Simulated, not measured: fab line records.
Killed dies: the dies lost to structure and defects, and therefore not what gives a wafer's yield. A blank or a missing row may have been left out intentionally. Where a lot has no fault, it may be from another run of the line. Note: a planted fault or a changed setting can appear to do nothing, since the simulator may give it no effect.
A struck lot beside a sound one -- flow rit_cmos -- 14 out of 202 route steps
Sound: these wafers, L425.3, L425.4, L425.6. Struck: wafers L427.1, L427.3, L427.4. The cause is named last.
Per side, at each step with rows, come the tool, then ch with its chambers, and then its first start. Under that, the readings that differ: sound wafers -- struck wafers -- difference of the means -- sigmas: that difference in standard deviations of wafers without a fault.
alike: words and numbers the same on both sides, and readings whose means are apart by under 2 such deviations; not compared: readings that were withheld, readings missing a value for some wafer, numbers with overlapping values and no deviation given by the record, and bounds like >300 which may hide the same value.
A row with sigmas, a row that says differs or no value, or rows on one side alone: a step with any of these is where the two part. Non-overlapping numbers with no deviation appear without sigmas and do not part them. A reading that every wafer of one side lacks parts them only if that side has two wafers or more.

first, 4 steps without rows for these wafers: RIT_NLDD_SOFTBAKE_02 (time 60 s); RIT_NLDD_EXPOSE_03 (exposes mask M7, target cd 40700 nm); RIT_NLDD_PEB_04; RIT_NLDD_DEVELOP_05 (develop time 50 s).
RIT_NLDD_OVL_MEAS_06:
  struck on overlay-02, day 4 19:47; sound on overlay-01, day 4 08:26
  alike: NLDD_OVL
then, 2 steps without rows for these wafers: RIT_NLDD_HARDBAKE_07 (time 60 s); RIT_NLDD_IMPLANT_08.
RIT_NLDD_STRIP_09: strips in O2, time 180 s.
  sound on plasma_asher-01 ch 0,1, day 4 08:49; struck on plasma_asher-01 ch 0,1, day 4 20:07
  alike: drypump_motor_current_A
  not compared: rf_hours_counter_h
RIT_NLDD_TW_MEAS_10:
  struck on film_metro-01, day 4 20:17; sound on film_metro-02, day 4 08:57
  alike: NLDD_TW
then, 3 steps without rows for these wafers: RIT_PLDD_HMDS_00 (prime time 60 s); RIT_PLDD_COAT_01 (resist thk 1000 nm); RIT_PLDD_SOFTBAKE_02 (time 60 s).
RIT_PLDD_EXPOSE_03: exposes mask M8, target cd 40900 nm.
  sound on iline_stepper-01 ch 0, day 4 09:43; struck on iline_stepper-01, day 4 20:48
  no value came back on the struck wafers for exposure_dose_mJ_cm2, focus_offset_nm (nm); on the sound wafers exposure_dose_mJ_cm2 reads 250.00 250.16 249.75
  alike: mask
then, 1 step without rows for these wafers: RIT_PLDD_PEB_04.

## WHERE THEY PART
Within this record, at RIT_PLDD_EXPOSE_03 only.

WHY: what the simulator had put in
At RIT_PLDD_EXPOSE_03, the step was skipped entirely on iline_stepper-01 from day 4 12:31 on. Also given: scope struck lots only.
